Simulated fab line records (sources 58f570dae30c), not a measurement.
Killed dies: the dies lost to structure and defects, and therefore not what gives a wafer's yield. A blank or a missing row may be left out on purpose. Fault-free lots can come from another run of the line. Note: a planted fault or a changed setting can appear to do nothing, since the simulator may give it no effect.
8D (eight disciplines) problem report, filled in by code | flow berkeley-cmos170 | the parts of the form that need people (team, actions taken, sign-off) are left out

## 1. THE ISSUE
GATE_POLY_THK at UCB170_GATE_THK_MEAS_05 reads a mean of 245.4 nm on 6 wafers of 2 lots; wafers without a fault read 212.6 nm with a standard deviation of 1.8. That puts it +18 standard deviations away from the usual mean.
First observed at day 8 17:32: wafer L926.1, on film-metro-04. The record has a number at this step for 42 wafers belonging to 14 lots. Rule for "out" (also "out of limits"): further than 4 standard deviations from the usual mean. The other wafers with a number count as sound.

## 2. WHAT IT IS, AND WHAT IT ISN'T
question                    | is                           | is not
which readings at this step | GATE_POLY_THK                | -
which lots                  | L926, L927                   | L920, L921, L922, L923, L934, L935, L937, L938, L940, L941, L942, L943
which wafers of those lots  | all that have a number       | -
read on which gauges        | film-metro-02, film-metro-04 | film-metro-01
when                        | from day 8 17:32             | up to then (12 sound wafers); but 24 sound wafers of L934, L935, L937, L938, L940, L941, L942, L943 came after

## 3. THE SUSPECTS, EACH WITH WHAT RULES IT OUT
Counting: a tool stays on the suspect list if, at a process step up to the reading, it processed all lots that are out and no sound lot following the first of them.
- ruled out: the gauge at UCB170_GATE_THK_MEAS_05. Those wafers that are out were read across 2 gauges (film-metro-02, film-metro-04).
- lpcvd-02 at UCB170_GATE_CVD_04 (deposits poly-Si from SiH4, time 1440 s, target thk 214 nm): kept. It ran every lot that is out, first L926 (day 8 16:08), and no sound lot after that; its last sound lot up to then is L922 (day 7 17:00).
Left after counting: lpcvd-02 at UCB170_GATE_CVD_04.

## 4. THE CAUSE (what the simulator had put in)
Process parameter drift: lpcvd-02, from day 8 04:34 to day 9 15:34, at UCB170_GATE_CVD_04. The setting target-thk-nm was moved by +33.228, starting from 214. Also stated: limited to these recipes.
The count eliminated every tool but this one.

## 5. SEQUENCE OF EFFECTS, ordered by route
One row per reading whose mean, taken over the struck wafers that have a number, lies over 3 standard deviations from the usual. Scope: only readings with a usual standard deviation given in the record; hours: median across lots of the time from each lot's start at the first step in this table that gives one to its start at this step; sigmas: change in usual standard deviations.
hours | step                    | reading        | usual      | on struck wafers | change | sigmas
0     | UCB170_GATE_THK_MEAS_05 | GATE_POLY_THK  | 212.6 nm   | 245.4            | +32.8  | +18
6     | UCB170_GATE_ETCH_15     | oes-product-au | 0.829 a.u. | 0.909            | +0.080 | +5.7
Process steps it contains:
- UCB170_GATE_ETCH_15: etches poly-Si in HBr/Cl2, stops on SiO2, time 56.3 s, target depth 278.2 nm.
At these later measuring or inspecting steps, every struck wafer for which the step has a row has a number for every such reading, and none has moved that far: UCB170_PSD_CD_MEAS_06, UCB170_PSD_TW_MEAS_10.

## 6. WHAT WOULD HAVE CAUGHT IT SOONER
13 hours passed between the start of the fault at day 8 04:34 and the first reading out of limits at a measuring or inspecting step in this record, taken at day 8 17:32.
No tool reading at UCB170_GATE_CVD_04 that has a usual standard deviation in the record was out on any struck wafer, so an alarm limit of 4 standard deviations on those readings would not have fired.
All the lots that are out (2) had begun UCB170_GATE_CVD_04 on lpcvd-02 by day 8 17:32. A hold on the tool at that time would have spared none of them.
